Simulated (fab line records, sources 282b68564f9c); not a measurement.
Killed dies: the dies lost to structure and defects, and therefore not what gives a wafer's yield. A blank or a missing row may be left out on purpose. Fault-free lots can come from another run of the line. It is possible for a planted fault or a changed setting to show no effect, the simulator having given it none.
8D (eight disciplines) problem report, filled in by code | flow rit cmos | the parts of the form that need people (team, actions taken, sign-off) are left out

== 1. WHAT IS WRONG ==
Mean of run length s at RIT_PWELL_SOFTBAKE_02: 82.91 s across 6 wafers in 2 lots; on wafers with no fault it is 89.07 s (standard deviation 0.12). That is -51 standard deviations from the usual mean.
The step: time 60 s.
The first sign was on wafer L100.1 at day 4 23:18, on litho track-04. At this step, 42 wafers from 14 lots have a number in the record. Rule for "out" (also "out of limits"): further than 4 standard deviations from the usual mean. The other wafers with a number count as sound.

== 2. WHAT IT IS, WHAT IT ISN'T ==
question                    | is                                 | is not
which readings at this step | run length s, heater power total W | -
which lots                  | L100, L101                         | L102, L104, L105, L106, L107, L108, L986, L988, L991, L993, L994, L998
which wafers of those lots  | all that have a number             | -
read on which tools         | litho track-04                     | litho track-01, litho track-02
when                        | from day 4 23:18                   | up to then (18 sound wafers); but 18 sound wafers of L102, L104, L105, L106, L107, L108 came after

== 3. SUSPECTS, AND WHAT RULES EACH OUT ==
Counting: any tool at a process step up to the reading is kept as a suspect provided that every lot that is out went through it and no sound lot did after the first of them.
- litho track-04 at RIT_PWELL_SOFTBAKE_02 (time 60 s): kept. All lots that are out passed through it, beginning with L100 at day 4 23:18, and no sound lot followed; its final sound lot before that point was L998 at day 4 12:13. Its own heater power total W, run length s readings are out on those wafers.
After counting, what remains is litho track-04 at RIT_PWELL_SOFTBAKE_02.

== 4. THE CAUSE (what the simulator had put in) ==
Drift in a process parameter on litho track-04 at RIT_PWELL_SOFTBAKE_02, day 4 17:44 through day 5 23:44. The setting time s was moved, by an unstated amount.
The count eliminated every tool but this one.

== 5. THE EFFECT CHAIN, in route order ==
Each row: a reading where the mean over the struck wafers with a number is more than 3 standard deviations away from the usual. Readings are gone through only where the record gives a usual standard deviation; hours: the median, over the lots, of the time from a lot's start at the first step in this table giving one to that lot's start at this step; sigmas: the change measured in usual standard deviations.
hours | step                  | reading              | usual   | on struck wafers | change | sigmas
0     | RIT_PWELL_SOFTBAKE_02 | heater power total W | 34.56 W | 35.61            | +1.05  | +19
0     | RIT_PWELL_SOFTBAKE_02 | run length s         | 89.07 s | 82.91            | -6.16  | -51
The process steps in it:
- RIT_PWELL_SOFTBAKE_02: time 60 s.
Later measuring or inspecting steps at which every struck wafer that the step has a row for has a number for every such reading, and none has moved that far: RIT_GATE_THK_MEAS_07, RIT_REOX_THK_MEAS_04.

== 6. HOW IT WOULD HAVE BEEN CAUGHT EARLIER ==
The fault began at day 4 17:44; the first out-of-limits reading in this record came at day 4 23:18, 6 hours later.
